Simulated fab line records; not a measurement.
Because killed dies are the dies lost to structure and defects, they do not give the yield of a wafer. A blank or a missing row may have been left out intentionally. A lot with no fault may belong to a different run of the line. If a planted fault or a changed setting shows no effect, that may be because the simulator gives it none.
What tool caused it? || flow berkeley cmos170 || 6 lots, 18 wafers sampled, at 3 steps of a route of 331

== WHAT THE GAUGES READ, wafer by wafer ==
UCB170_M1_RS_MEAS_01: measures by four-point-probe.
{"lot": "L444", "measured": "day 8 17:57", "on": "film metro-03", "M1_AL_RS (ohm/sq)": "0.0480 0.0480 0.0482"}
{"lot": "L445", "measured": "day 8 20:23", "on": "film metro-01", "M1_AL_RS (ohm/sq)": "0.0475 0.0486 0.0483"}
{"lot": "L449", "measured": "day 8 22:05", "on": "film metro-02", "M1_AL_RS (ohm/sq)": "0.0487 0.0496 0.0481"}
{"lot": "L455", "measured": "day 10 13:14", "on": "film metro-02", "M1_AL_RS (ohm/sq)": "0.0421 0.0469 0.0474"}
{"lot": "L459", "measured": "day 11 11:41", "on": "film metro-01", "M1_AL_RS (ohm/sq)": "0.0499 0.0488 0.0493"}
{"lot": "L464", "measured": "day 12 02:44", "on": "film metro-01", "M1_AL_RS (ohm/sq)": "0.0495 0.0494 0.0493"}

== WHICH TOOL RAN EACH LOT (tool, then ch and the chambers of the sampled wafers, then the start) ==
{"lot": "L444", "UCB170_BACKSIDE_STRIP_03": "plasma asher-02 ch 0,1, day 8 12:13", "UCB170_M1_SPUTTER_00": "pvd sputter-04, day 8 17:53"}
{"lot": "L445", "UCB170_BACKSIDE_STRIP_03": "plasma asher-01 ch 1, day 8 13:07", "UCB170_M1_SPUTTER_00": "pvd sputter-04, day 8 20:18"}
{"lot": "L449", "UCB170_BACKSIDE_STRIP_03": "plasma asher-04 ch 0,1, day 8 15:41", "UCB170_M1_SPUTTER_00": "pvd sputter-01, day 8 21:59"}
{"lot": "L455", "UCB170_BACKSIDE_STRIP_03": "plasma asher-01 ch 0,1, day 10 02:11", "UCB170_M1_SPUTTER_00": "pvd sputter-04, day 10 13:10"}
{"lot": "L459", "UCB170_BACKSIDE_STRIP_03": "plasma asher-01 ch 0,1, day 11 05:40", "UCB170_M1_SPUTTER_00": "pvd sputter-01, day 11 11:37"}
{"lot": "L464", "UCB170_BACKSIDE_STRIP_03": "plasma asher-01 ch 0,1, day 11 18:09", "UCB170_M1_SPUTTER_00": "pvd sputter-01, day 12 02:38"}
- UCB170_BACKSIDE_STRIP_03: strips in O2.
- UCB170_M1_SPUTTER_00: material Al, target thk 600 nm, time 80 s.

== THE ANSWER, worked out from the rows above alone ==
Rule: usual is defined by the lots themselves. Put in order of their means at a reading, lots are off if they are a third of the lots or fewer, leave a main group of 4 or more, and stand apart from it by a gap of 3 or more times the standard deviation of the main group's means; of several such gaps the widest counts. A main group whose means are all the same, to the digits that the tables above print for the reading, isn't used. Also off: a lot with no number at a reading for which 4 or more lots have one. All remaining lots with rows at the step are treated as sound.
Off: L455, seen at UCB170_M1_RS_MEAS_01 (M1_AL_RS). Main group: mean 0.0487 ohm/sq, sd 0.00057.
A tool fits if, at a process step before that reading, it ran every lot that is off, and no sound lot after the first of them. Gauges at UCB170_M1_RS_MEAS_01: tried the same way as those tools. Undecided on this evidence; 2 tools fit (pvd sputter-04 at UCB170_M1_SPUTTER_00, film metro-02 at UCB170_M1_RS_MEAS_01).

== WHAT WAS PUT IN BY THE SIMULATOR ==
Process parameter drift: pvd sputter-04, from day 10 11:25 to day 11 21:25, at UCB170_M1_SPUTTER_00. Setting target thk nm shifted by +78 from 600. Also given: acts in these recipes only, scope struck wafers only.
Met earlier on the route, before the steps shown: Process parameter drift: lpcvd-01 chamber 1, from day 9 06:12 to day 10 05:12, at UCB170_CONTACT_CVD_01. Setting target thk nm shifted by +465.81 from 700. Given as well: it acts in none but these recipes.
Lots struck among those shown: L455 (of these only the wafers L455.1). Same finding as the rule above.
